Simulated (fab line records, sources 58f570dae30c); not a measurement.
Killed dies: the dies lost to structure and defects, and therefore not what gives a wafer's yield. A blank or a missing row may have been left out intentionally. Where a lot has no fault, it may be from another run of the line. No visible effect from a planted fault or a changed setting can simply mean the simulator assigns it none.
Tool commonality check | flow berkeley-cmos170 | Sample size 13 lots and 39 wafers

WHY THIS WAS OPENED
On 1 of the 13 lots, a flag is raised at UCB170_M3_CD_MEAS_15 on the reading cd-nm. Wafers without a fault read 700.0 nm, standard deviation 1.3.
Rule: a lot is flagged in two cases, either no wafer of it has a number, or all its wafers with numbers fall more than 4 standard deviations from that mean. As for the other lots, they are considered sound.

lot  | measured     | on        | cd-nm (nm), wafer by wafer | flag
L864 | day 8 03:52  | cd-sem-01 | 699.2 698.7 698.9          |
L863 | day 8 04:41  | cd-sem-01 | 700.2 700.3 699.4          |
L865 | day 8 08:24  | cd-sem-01 | 697.5 700.4 699.5          |
L867 | day 8 18:38  | cd-sem-02 | 699.0 698.0 698.5          |
L866 | day 8 19:41  | cd-sem-01 | 698.2 699.4 700.7          |
L869 | day 9 05:27  | cd-sem-02 | 700.8 699.8 699.4          |
L870 | day 9 06:08  | cd-sem-02 | 699.4 698.4 699.8          |
L871 | day 9 07:30  | cd-sem-02 | 700.8 700.2 701.2          |
L878 | day 10 23:55 | cd-sem-01 | 693.9 693.5 694.5          | FLAGGED
L879 | day 11 00:20 | cd-sem-01 | 699.5 699.2 699.3          |
L880 | day 11 14:43 | cd-sem-01 | 698.9 698.3 698.7          |
L884 | day 12 13:38 | cd-sem-02 | 700.2 701.1 699.0          |
L885 | day 12 13:53 | cd-sem-02 | 700.8 701.6 700.3          |
Average over the flagged lots: 694.0 nm; offset from the usual -6.0 nm, equal to -5 standard deviations.

TOOL THAT RAN EACH LOT
The record keeps 1 process step preceding the reading, out of 331 steps on the route. In each cell: the tool, then ch and the chambers that the sampled wafers went through, then the start.
lot  | flag    | UCB170_M3_EXPOSE_12
L864 |         | krf-scanner-02 ch 0, day 8 02:46
L863 |         | krf-scanner-01 ch 0, day 8 04:12
L865 |         | krf-scanner-02 ch 0, day 8 08:01
L867 |         | krf-scanner-02 ch 0, day 8 18:00
L866 |         | krf-scanner-01 ch 0, day 8 18:37
L869 |         | krf-scanner-02 ch 0, day 9 04:40
L870 |         | krf-scanner-02 ch 0, day 9 05:15
L871 |         | krf-scanner-02 ch 0, day 9 07:07
L878 | FLAGGED | krf-scanner-01 ch 0, day 10 23:19
L879 |         | krf-scanner-02 ch 0, day 10 23:44
L880 |         | krf-scanner-02 ch 0, day 11 14:05
L884 |         | krf-scanner-02 ch 0, day 12 12:49
L885 |         | krf-scanner-02 ch 0, day 12 13:10
These steps, and what they do:
- UCB170_M3_EXPOSE_12: exposes mask METAL3, target cd 700 nm.
- UCB170_M3_CD_MEAS_15: target cd 700 nm.

FLAGGED AGAINST TOTAL, ONE TOOL AT A TIME (gauges that did the reading follow at the end)
step                 | tool           | lots run | flagged | share of the flagged lots | sound lots run after its first flagged lot
UCB170_M3_EXPOSE_12  | krf-scanner-01 | 3        | 1       | all                       | 0
UCB170_M3_EXPOSE_12  | krf-scanner-02 | 10       | 0       | none                      | -
UCB170_M3_CD_MEAS_15 | cd-sem-01      | 7        | 1       | all                       | 2 (L879,L880)
UCB170_M3_CD_MEAS_15 | cd-sem-02      | 6        | 0       | none                      | -

WHAT THE TABLE PERMITS
krf-scanner-01 at UCB170_M3_EXPOSE_12 and cd-sem-01 at UCB170_M3_CD_MEAS_15 are the 2 rows of the table that ran each flagged lot.
- krf-scanner-01 at UCB170_M3_EXPOSE_12: 1 of its 3 lots flagged. A fault beginning between L866 (day 8 18:37), its last sound lot, and L878 (day 10 23:19), its first flagged one, fits the data. Its own readings lie more than 4 standard deviations out on every wafer of the flagged lots: exposure-dose-mJ-cm2.
- cd-sem-01 at UCB170_M3_CD_MEAS_15: 1 of its 7 lots flagged. Sound lots ran on it after the first flagged one (L879, L880), which a lasting fault on the whole tool wouldn't allow.
Left over: one tool, krf-scanner-01 at UCB170_M3_EXPOSE_12.

WHAT THE SIMULATOR PUT IN
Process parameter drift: krf-scanner-01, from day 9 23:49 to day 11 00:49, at UCB170_M3_EXPOSE_12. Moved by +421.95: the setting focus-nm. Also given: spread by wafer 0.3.
Lots struck among those shown: L878. The rule above found the same.
